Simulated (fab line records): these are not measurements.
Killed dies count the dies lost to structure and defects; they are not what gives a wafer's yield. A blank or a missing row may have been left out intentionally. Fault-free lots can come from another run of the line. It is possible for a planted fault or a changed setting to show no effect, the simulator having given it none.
Which tool was responsible? | flow berkeley cmos170 | 14 lots, 42 wafers sampled, at 3 steps of a route of 331

WHAT THE GAUGES SHOWED, per wafer
UCB170_M1_CD_MEAS_09: the cd target is 700 nm. Usual: cd nm 700.2 nm, standard deviation 1.4.
lot  | measured     | on        | cd nm (nm)        | flag
L627 | day 8 20:30  | cd sem-02 | 698.1 699.2 697.0 |
L628 | day 8 22:06  | cd sem-02 | 700.2 700.0 699.7 |
L632 | day 9 05:22  | cd sem-01 | 701.7 700.7 700.9 |
L629 | day 9 05:37  | cd sem-01 | 699.4 699.0 698.1 |
L630 | day 9 06:49  | cd sem-02 | 700.5 699.9 700.4 |
L634 | day 10 13:26 | cd sem-01 | 701.2 701.7 701.5 |
L640 | day 11 01:16 | cd sem-02 | 700.6 698.5 700.0 |
L641 | day 11 14:50 | cd sem-01 | 698.3 697.4 697.4 |
L642 | day 11 16:45 | cd sem-02 | 699.2 698.7 699.6 |
L644 | day 12 06:16 | cd sem-01 | 699.9 699.7 700.6 |
L646 | day 12 06:43 | cd sem-01 | 699.4 701.3 699.8 |
L643 | day 12 07:16 | cd sem-02 | 700.3 699.9 700.6 |
L647 | day 12 20:02 | cd sem-02 | 702.8 701.7 701.9 |
L649 | day 13 06:12 | cd sem-01 | 701.4 700.2 700.9 |

UCB170_V1_THK_MEAS_04. Usual: for V1_POLISHED_THK the level is 999.5 nm and the standard deviation is 1.5.
lot  | measured     | on            | V1_POLISHED_THK (nm) | flag
L627 | day 8 23:09  | film metro-04 | 998.6 998.7 1001.4   |
L628 | day 9 00:37  | film metro-02 | 997.3 999.3 997.7    |
L632 | day 9 07:53  | film metro-04 | 1000.4 998.2 999.4   |
L629 | day 9 09:13  | film metro-04 | 1002.8 1001.6 998.6  |
L630 | day 9 10:34  | film metro-02 | 1001.9 1000.6 1000.4 |
L634 | day 10 15:57 | film metro-03 | 1000.4 1000.8 1002.3 |
L640 | day 11 05:00 | film metro-02 | 997.0 998.9 996.3    |
L641 | day 11 17:21 | film metro-04 | 998.3 998.7 998.9    |
L642 | day 11 19:24 | film metro-04 | 999.5 998.0 997.7    |
L644 | day 12 08:56 | film metro-02 | 1000.6 1000.3 998.9  |
L646 | day 12 10:16 | film metro-02 | 1000.9 1001.0 1000.5 |
L643 | day 12 10:34 | film metro-04 | 1000.0 999.2 999.9   |
L647 | day 12 22:40 | film metro-03 | 1001.3 1000.4 1002.0 |
L649 | day 13 08:43 | film metro-02 | 998.3 1000.9 999.9   |

UCB170_V1_OVL_MEAS_13. Usual: for V1_OVL the level is -3 nm and the standard deviation is 5.3.
lot  | measured     | on         | V1_OVL (nm) | flag
L627 | day 9 03:02  | overlay-01 | -4 -16 -6   |
L628 | day 9 03:23  | overlay-01 | -4 -3 -6    |
L632 | day 9 13:25  | overlay-02 | 2 3 0       |
L629 | day 9 13:47  | overlay-01 | -7 -8 1     |
L630 | day 9 14:02  | overlay-01 | -5 2 -8     |
L634 | day 10 17:16 | overlay-01 | -11 -4 -15  |
L640 | day 11 07:23 | overlay-01 | -1 1 2      |
L641 | day 11 19:01 | overlay-01 | -7 2 -5     |
L642 | day 11 22:09 | overlay-01 | 1 2 -2      |
L644 | day 12 10:20 | overlay-02 | -7 -16 -3   |
L646 | day 12 12:22 | overlay-01 | -7 -14 -9   |
L643 | day 12 12:55 | overlay-01 | 0 -3 4      |
L647 | day 13 02:51 | overlay-01 | 2 8 3       |
L649 | day 13 10:16 | overlay-01 | -6 3 -5     |

WHAT TOOL EACH LOT RAN ON (gives the tool, then ch and the chambers of the sampled wafers, and finally the start)
The record holds no process step before these readings.

AS READ BY THE TOOLS THEMSELVES (means over the sampled wafers that have a number; for cases with no such wafer, the mark the record gives instead)
The record holds no such reading with a usual standard deviation.

THE ANSWER, worked out from the rows above alone
Rule: a lot counts as off when the mean over its wafers that have a number is more than 3 standard deviations away from the usual mean. Also off: a lot with no number at a reading for which 4 or more lots have one. Where the step has rows for the other lots, those lots are counted as sound. The gauges are gone through in route order, then the tools' own readings, and for those a lot's mean is taken as printed above. At the first step where some lot is off, the reading lying furthest off is the one used; lots without a number count as furthest.
No lot is off at any reading shown: from this, nothing can be told.

WHAT THE SIMULATOR HAD PUT IN
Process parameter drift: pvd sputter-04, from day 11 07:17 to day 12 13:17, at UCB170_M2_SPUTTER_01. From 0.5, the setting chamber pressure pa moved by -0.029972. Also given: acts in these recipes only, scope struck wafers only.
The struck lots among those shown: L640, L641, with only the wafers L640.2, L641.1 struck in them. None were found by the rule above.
